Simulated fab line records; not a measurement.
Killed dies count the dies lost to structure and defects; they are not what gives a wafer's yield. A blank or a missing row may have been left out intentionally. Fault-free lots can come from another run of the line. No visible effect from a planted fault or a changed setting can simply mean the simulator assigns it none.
Commonality check across tools || flow rit cmos || 45 wafers sampled across 15 lots

REASON IT WAS OPENED
RIT_PLDD_TW_MEAS_10, reading PLDD_TW: flagged on 3 of 15 lots. No-fault wafers: 2317, standard deviation 21.
Rule: a lot is flagged when every wafer of it that has a number lies more than 4 standard deviations from that mean, or none has a number. The rest of the lots are taken to be sound.

{"lot": "L690", "measured": "day 3 01:11", "on": "film metro-04", "PLDD_TW, wafer by wafer": "2354 2342 2342", "flag": ""}
{"lot": "L691", "measured": "day 3 04:46", "on": "film metro-03", "PLDD_TW, wafer by wafer": "2311 2318 2315", "flag": ""}
{"lot": "L692", "measured": "day 3 06:14", "on": "film metro-03", "PLDD_TW, wafer by wafer": "2313 2311 2320", "flag": ""}
{"lot": "L694", "measured": "day 3 16:22", "on": "film metro-03", "PLDD_TW, wafer by wafer": "2317 2302 2315", "flag": ""}
{"lot": "L695", "measured": "day 3 22:35", "on": "film metro-03", "PLDD_TW, wafer by wafer": "2314 2298 2316", "flag": ""}
{"lot": "L696", "measured": "day 4 02:01", "on": "film metro-03", "PLDD_TW, wafer by wafer": "2307 2307 2310", "flag": ""}
{"lot": "L698", "measured": "day 4 12:02", "on": "film metro-03", "PLDD_TW, wafer by wafer": "2317 2315 2319", "flag": ""}
{"lot": "L699", "measured": "day 4 18:24", "on": "film metro-04", "PLDD_TW, wafer by wafer": "2352 2344 2348", "flag": ""}
{"lot": "L701", "measured": "day 5 02:05", "on": "film metro-04", "PLDD_TW, wafer by wafer": "2323 2338 2331", "flag": ""}
{"lot": "L702", "measured": "day 5 07:23", "on": "film metro-03", "PLDD_TW, wafer by wafer": "2301 2311 2323", "flag": ""}
{"lot": "L703", "measured": "day 5 11:58", "on": "film metro-03", "PLDD_TW, wafer by wafer": "2328 2318 2303", "flag": ""}
{"lot": "L708", "measured": "day 6 14:43", "on": "film metro-04", "PLDD_TW, wafer by wafer": "2335 2345 2342", "flag": ""}
{"lot": "L709", "measured": "day 6 19:50", "on": "film metro-03", "PLDD_TW, wafer by wafer": "2473 2468 2470", "flag": "FLAGGED"}
{"lot": "L710", "measured": "day 6 23:49", "on": "film metro-01", "PLDD_TW, wafer by wafer": "2461 2446 2458", "flag": "FLAGGED"}
{"lot": "L711", "measured": "day 7 03:34", "on": "film metro-01", "PLDD_TW, wafer by wafer": "2469 2483 2473", "flag": "FLAGGED"}
Average over the flagged lots: 2467; offset from the usual +150, equal to +7 standard deviations.

EACH LOT AND THE TOOL IT RAN ON
The record keeps 1 process step preceding the reading, out of 202 steps on the route. In each cell: the tool, then ch and the chambers that the sampled wafers went through, then the start.
{"lot": "L690", "flag": "", "RIT_PLDD_IMPLANT_08": "implanter-01 ch 0, day 3 00:52"}
{"lot": "L691", "flag": "", "RIT_PLDD_IMPLANT_08": "implanter-02 ch 0, day 3 04:27"}
{"lot": "L692", "flag": "", "RIT_PLDD_IMPLANT_08": "implanter-01 ch 0, day 3 05:55"}
{"lot": "L694", "flag": "", "RIT_PLDD_IMPLANT_08": "implanter-01 ch 0, day 3 16:03"}
{"lot": "L695", "flag": "", "RIT_PLDD_IMPLANT_08": "implanter-02 ch 0, day 3 22:17"}
{"lot": "L696", "flag": "", "RIT_PLDD_IMPLANT_08": "implanter-02 ch 0, day 4 01:42"}
{"lot": "L698", "flag": "", "RIT_PLDD_IMPLANT_08": "implanter-01 ch 0, day 4 11:43"}
{"lot": "L699", "flag": "", "RIT_PLDD_IMPLANT_08": "implanter-01 ch 0, day 4 18:05"}
{"lot": "L701", "flag": "", "RIT_PLDD_IMPLANT_08": "implanter-02 ch 0, day 5 01:46"}
{"lot": "L702", "flag": "", "RIT_PLDD_IMPLANT_08": "implanter-03 ch 0, day 5 07:04"}
{"lot": "L703", "flag": "", "RIT_PLDD_IMPLANT_08": "implanter-03 ch 0, day 5 11:39"}
{"lot": "L708", "flag": "", "RIT_PLDD_IMPLANT_08": "implanter-01 ch 0, day 6 14:25"}
{"lot": "L709", "flag": "FLAGGED", "RIT_PLDD_IMPLANT_08": "implanter-01 ch 0, day 6 19:32"}
{"lot": "L710", "flag": "FLAGGED", "RIT_PLDD_IMPLANT_08": "implanter-01 ch 0, day 6 23:30"}
{"lot": "L711", "flag": "FLAGGED", "RIT_PLDD_IMPLANT_08": "implanter-01 ch 0, day 7 03:16"}
What is done by these steps:
- RIT_PLDD_IMPLANT_08
- RIT_PLDD_TW_MEAS_10

FLAGGED AGAINST TOTAL, ONE TOOL AT A TIME (gauges that did the reading follow at the end)
{"step": "RIT_PLDD_IMPLANT_08", "tool": "implanter-01", "lots run": 9, "flagged": 3, "share of the flagged lots": "all", "sound lots run after its first flagged lot": 0}
{"step": "RIT_PLDD_IMPLANT_08", "tool": "implanter-02", "lots run": 4, "flagged": 0, "share of the flagged lots": "none", "sound lots run after its first flagged lot": "-"}
{"step": "RIT_PLDD_IMPLANT_08", "tool": "implanter-03", "lots run": 2, "flagged": 0, "share of the flagged lots": "none", "sound lots run after its first flagged lot": "-"}
{"step": "RIT_PLDD_TW_MEAS_10", "tool": "film metro-01", "lots run": 2, "flagged": 2, "share of the flagged lots": "some", "sound lots run after its first flagged lot": 0}
{"step": "RIT_PLDD_TW_MEAS_10", "tool": "film metro-03", "lots run": 9, "flagged": 1, "share of the flagged lots": "some", "sound lots run after its first flagged lot": 0}
{"step": "RIT_PLDD_TW_MEAS_10", "tool": "film metro-04", "lots run": 4, "flagged": 0, "share of the flagged lots": "none", "sound lots run after its first flagged lot": "-"}

WHAT THE TABLE ALLOWS
In the table, 1 row covers all flagged lots: implanter-01 at RIT_PLDD_IMPLANT_08.
- implanter-01 at RIT_PLDD_IMPLANT_08: 3 of its 9 lots flagged. A fault beginning between L708 (day 6 14:25), its last sound lot, and L709 (day 6 19:32), its first flagged one, fits the data. Its own readings lie more than 4 standard deviations out on every wafer of the flagged lots: beam energy keV.
Just one tool remains: implanter-01 at RIT_PLDD_IMPLANT_08.

WHAT THE SIMULATOR HAD PUT IN
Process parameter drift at RIT_PLDD_IMPLANT_08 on implanter-01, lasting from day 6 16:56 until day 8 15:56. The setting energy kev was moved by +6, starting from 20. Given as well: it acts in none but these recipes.
Struck lots among those shown: L709, L710, L711. Same finding as the rule above.
